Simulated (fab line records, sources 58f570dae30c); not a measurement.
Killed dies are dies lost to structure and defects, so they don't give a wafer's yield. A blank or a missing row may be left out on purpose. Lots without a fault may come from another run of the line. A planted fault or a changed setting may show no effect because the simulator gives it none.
Tool commonality check | flow berkeley_cmos170 | 14 lots, 42 wafers sampled

WHY IT WAS OPENED
At UCB170_NSD_TW_MEAS_10 the reading NSD_TW is flagged on 2 of 14 lots. Wafers without a fault read 4178, standard deviation 23.
Rule: a lot is flagged when every wafer of it that has a number lies more than 4 standard deviations from that mean, or none has a number. The other lots count as sound.

lot  | measured     | on            | NSD_TW, wafer by wafer | flag
L462 | day 6 11:06  | film_metro-04 | 4181 4202 4183         |
L463 | day 6 11:56  | film_metro-01 | 4156 4178 4170         |
L466 | day 7 04:31  | film_metro-04 | 4133 4137 4158         |
L467 | day 7 17:10  | film_metro-04 | 4157 4168 4174         |
L468 | day 7 17:20  | film_metro-01 | 4195 4187 4199         |
L469 | day 8 06:28  | film_metro-04 | 4188 4170 4185         |
L472 | day 8 19:02  | film_metro-01 | 4182 4171 4187         |
L471 | day 8 19:08  | film_metro-03 | 4190 4185 4183         |
L474 | day 9 03:24  | film_metro-03 | 4200 4187 4184         |
L482 | day 10 23:20 | film_metro-01 | 30 30 30               | FLAGGED
L481 | day 10 23:28 | film_metro-04 | 30 30 30               | FLAGGED
L483 | day 11 09:11 | film_metro-03 | 4202 4200 4197         |
L484 | day 11 09:28 | film_metro-01 | 4167 4188 4173         |
L485 | day 11 23:00 | film_metro-03 | 4223 4194 4222         |
The numbers of the flagged lots are 30 on average: -4148 against the usual, or -99 or more standard deviations.

WHICH TOOL RAN EACH LOT
The record holds 2 process steps before the reading, out of a route of 331 steps. In each cell: the tool, then ch and the chambers that the sampled wafers went through, then the start.
lot  | flag    | UCB170_NSD_IMPLANT_08           | UCB170_NSD_STRIP_09
L462 |         | implanter-03 ch 0, day 6 10:52  | plasma_asher-01 ch 0,1, day 6 10:59
L463 |         | implanter-02 ch 0, day 6 11:42  | plasma_asher-03 ch 0,1, day 6 11:49
L466 |         | implanter-04 ch 0, day 7 04:16  | plasma_asher-04 ch 0,1, day 7 04:25
L467 |         | implanter-03 ch 0, day 7 16:55  | plasma_asher-03 ch 0,1, day 7 17:04
L468 |         | implanter-02 ch 0, day 7 17:05  | plasma_asher-04 ch 0,1, day 7 17:14
L469 |         | implanter-04 ch 0, day 8 06:13  | plasma_asher-03 ch 0,1, day 8 06:22
L472 |         | implanter-02 ch 0, day 8 18:47  | plasma_asher-04 ch 0,1, day 8 18:56
L471 |         | implanter-04 ch 0, day 8 18:53  | plasma_asher-01 ch 0,1, day 8 19:02
L474 |         | implanter-02 ch 0, day 9 03:09  | plasma_asher-01 ch 0,1, day 9 03:18
L482 | FLAGGED | implanter-02, day 10 23:06      | plasma_asher-03 ch 0,1, day 10 23:14
L481 | FLAGGED | implanter-04, day 10 23:14      | plasma_asher-01 ch 0,1, day 10 23:21
L483 |         | implanter-02 ch 0, day 11 08:57 | plasma_asher-01 ch 0, day 11 09:04
L484 |         | implanter-03 ch 0, day 11 09:13 | plasma_asher-01 ch 0,1, day 11 09:21
L485 |         | implanter-02 ch 0, day 11 22:47 | plasma_asher-01 ch 0,1, day 11 22:55
What these steps do:
- UCB170_NSD_IMPLANT_08
- UCB170_NSD_STRIP_09: strips in O2.
- UCB170_NSD_TW_MEAS_10

FLAGGED OVER TOTAL, TOOL BY TOOL (the gauges that took the reading come last)
step                  | tool            | lots run | flagged | share of the flagged lots | sound lots run after its first flagged lot
UCB170_NSD_IMPLANT_08 | implanter-02    | 7        | 1       | some                      | 2 (L483,L485)
UCB170_NSD_IMPLANT_08 | implanter-03    | 3        | 0       | none                      | -
UCB170_NSD_IMPLANT_08 | implanter-04    | 4        | 1       | some                      | 0
UCB170_NSD_STRIP_09   | plasma_asher-01 | 7        | 1       | some                      | 3 (L483,L484,L485)
UCB170_NSD_STRIP_09   | plasma_asher-03 | 4        | 1       | some                      | 0
UCB170_NSD_STRIP_09   | plasma_asher-04 | 3        | 0       | none                      | -
UCB170_NSD_TW_MEAS_10 | film_metro-01   | 5        | 1       | some                      | 1 (L484)
UCB170_NSD_TW_MEAS_10 | film_metro-03   | 4        | 0       | none                      | -
UCB170_NSD_TW_MEAS_10 | film_metro-04   | 5        | 1       | some                      | 0

WHAT THE TABLE ALLOWS
No row of the table ran every flagged lot.

WHAT THE SIMULATOR HAD PUT IN
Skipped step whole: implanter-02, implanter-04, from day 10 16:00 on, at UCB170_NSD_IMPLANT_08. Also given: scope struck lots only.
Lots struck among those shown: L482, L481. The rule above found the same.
